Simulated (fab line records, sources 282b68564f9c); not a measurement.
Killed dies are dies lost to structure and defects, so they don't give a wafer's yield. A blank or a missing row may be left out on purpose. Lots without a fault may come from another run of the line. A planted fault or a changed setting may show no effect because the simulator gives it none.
Which tool did it? | flow rit_cmos | 14 lots, 42 wafers sampled, at 3 steps of a route of 202

WHAT THE GAUGES READ, wafer by wafer
RIT_PWELL_TW_MEAS_10. Usual: PWELL_TW 956, standard deviation 6.9.
lot  | measured    | on            | PWELL_TW       | flag
L290 | day 2 04:41 | film_metro-04 | 948 944 947    |
L292 | day 2 13:33 | film_metro-04 | 944 944 944    |
L293 | day 2 19:49 | film_metro-02 | 963 975 964    |
L294 | day 3 00:29 | film_metro-04 | 956 951 950    |
L295 | day 3 07:22 | film_metro-01 | 962 962 962    |
L297 | day 3 15:07 | film_metro-02 | 962 964 964    |
L298 | day 3 19:21 | film_metro-04 | 1036 1035 1034 | OFF
L301 | day 4 11:53 | film_metro-04 | 951 949 949    |
L303 | day 4 20:38 | film_metro-04 | 949 947 952    |
L304 | day 5 01:23 | film_metro-02 | 1051 1051 1050 | OFF
L306 | day 5 12:58 | film_metro-02 | 965 960 968    |
L307 | day 5 17:36 | film_metro-02 | 957 966 959    |
L308 | day 5 21:23 | film_metro-01 | 957 958 949    |
L312 | day 6 20:20 | film_metro-02 | 959 955 963    |

RIT_WELLDRIVE_RS_MEAS_02: measures by four-point-probe. Usual: PWELL_RS 429.7 ohm/sq, standard deviation 1.1.
lot  | measured    | on            | PWELL_RS (ohm/sq) | flag
L290 | day 2 09:56 | film_metro-02 | 429.3 430.1 429.0 |
L292 | day 2 19:05 | film_metro-04 | 430.0 430.2 429.3 |
L293 | day 3 01:08 | film_metro-02 | 428.3 428.4 430.2 |
L294 | day 3 06:13 | film_metro-02 | 429.7 430.1 431.7 |
L295 | day 3 12:37 | film_metro-02 | 429.0 428.5 429.3 |
L297 | day 3 20:23 | film_metro-01 | 431.1 430.5 431.0 |
L298 | day 4 01:28 | film_metro-04 | 364.9 365.7 365.1 | OFF
L301 | day 4 17:10 | film_metro-04 | 429.9 430.0 430.3 |
L303 | day 5 01:55 | film_metro-02 | 429.0 428.4 429.6 |
L304 | day 5 06:38 | film_metro-04 | 364.4 365.8 365.7 | OFF
L306 | day 5 18:15 | film_metro-02 | 427.3 428.4 428.3 |
L307 | day 5 22:53 | film_metro-02 | 430.4 429.6 430.2 |
L308 | day 6 02:40 | film_metro-01 | 429.9 430.5 429.0 |
L312 | day 7 01:40 | film_metro-02 | 428.6 428.6 428.6 |

WHICH TOOL RAN EACH LOT (tool, then ch and the chambers of the sampled wafers, then the start)
lot  | RIT_PWELL_IMPLANT_08
L290 | implanter-01 ch 0, day 2 04:21
L292 | implanter-04 ch 0, day 2 13:13
L293 | implanter-01 ch 0, day 2 19:29
L294 | implanter-02 ch 0, day 3 00:09
L295 | implanter-02 ch 0, day 3 07:02
L297 | implanter-04 ch 0, day 3 14:47
L298 | implanter-02 ch 0, day 3 19:02
L301 | implanter-04 ch 0, day 4 11:35
L303 | implanter-01 ch 0, day 4 20:20
L304 | implanter-02 ch 0, day 5 01:04
L306 | implanter-04 ch 0, day 5 12:34
L307 | implanter-01 ch 0, day 5 17:17
L308 | implanter-01 ch 0, day 5 21:05
L312 | implanter-04 ch 0, day 6 20:01
- RIT_PWELL_IMPLANT_08

WHAT THE TOOLS THEMSELVES READ (means of the sampled wafers that have a number; where no wafer has one, the mark that the record gives instead)
RIT_PWELL_IMPLANT_08. Usual: dose_ions_cm2 7e+13, standard deviation 8.3e+10; end_station_pressure_torr 5.16e-06 Torr, standard deviation 2.6e-07; faraday_current_uA 222, standard deviation 4.1.
lot  | tool         | dose_ions_cm2 | end_station_pressure_torr (Torr) | faraday_current_uA | flag
L290 | implanter-01 | 7e+13         | 5.13e-06                         | 219                |
L292 | implanter-04 | 7e+13         | 5.64e-06                         | 223                |
L293 | implanter-01 | 7e+13         | 5.08e-06                         | 221                |
L294 | implanter-02 | 7e+13         | 5.28e-06                         | 223                |
L295 | implanter-02 | 7e+13         | 4.84e-06                         | 219                |
L297 | implanter-04 | 7e+13         | 5.17e-06                         | 223                |
L298 | implanter-02 | 9e+13         | 5.21e-06                         | 291                | OFF
L301 | implanter-04 | 7e+13         | 5.17e-06                         | 221                |
L303 | implanter-01 | 7e+13         | 5.39e-06                         | 220                |
L304 | implanter-02 | 9e+13         | 5.15e-06                         | 291                | OFF
L306 | implanter-04 | 7e+13         | 5.08e-06                         | 222                |
L307 | implanter-01 | 7e+13         | 5.21e-06                         | 223                |
L308 | implanter-01 | 7e+13         | 5.32e-06                         | 215                |
L312 | implanter-04 | 7e+13         | 5.25e-06                         | 226                |

THE ANSWER, worked out from the rows above alone
Rule: a lot is off if the mean of its wafers that have a number lies more than 3 standard deviations from the usual mean. A lot without any number at a reading at which 4 lots or more have one is off too. The other lots that the step has rows for count as sound. The gauges are gone through in route order, then the tools' own readings, and for those a lot's mean is taken as printed above. The first step at which some lot is off is used, and at that step the reading that is off furthest; a lot without a number counts as furthest.
Off: L298, L304, at RIT_PWELL_TW_MEAS_10 (PWELL_TW).
A tool fits if, at a process step before that reading, it ran every lot that is off, and no sound lot after the first of them. The gauges at RIT_PWELL_TW_MEAS_10 aren't tried: what is off there is off at RIT_PWELL_IMPLANT_08 too, on other tools, and a gauge's error can't cause that. One fits: implanter-02 at RIT_PWELL_IMPLANT_08. Its last sound lot is L295 (day 3 07:02), its first lot that is off L298 (day 3 19:02): a fault that began between those two fits.
The tool's own readings at RIT_PWELL_IMPLANT_08 bear it out: on the lots that are off they differ by more than 5 times the standard deviation of the sound lots' means. dose_ions_cm2 reads 9e+13 there against 7e+13 on the sound lots; faraday_current_uA reads 291 there against 221 on the sound lots.

WHAT THE SIMULATOR HAD PUT IN
Process parameter drift: implanter-02, from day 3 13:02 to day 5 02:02, at RIT_PWELL_IMPLANT_08. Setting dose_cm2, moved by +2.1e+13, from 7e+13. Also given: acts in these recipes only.
Lots struck among those shown: L298, L304. The rule above found the same.
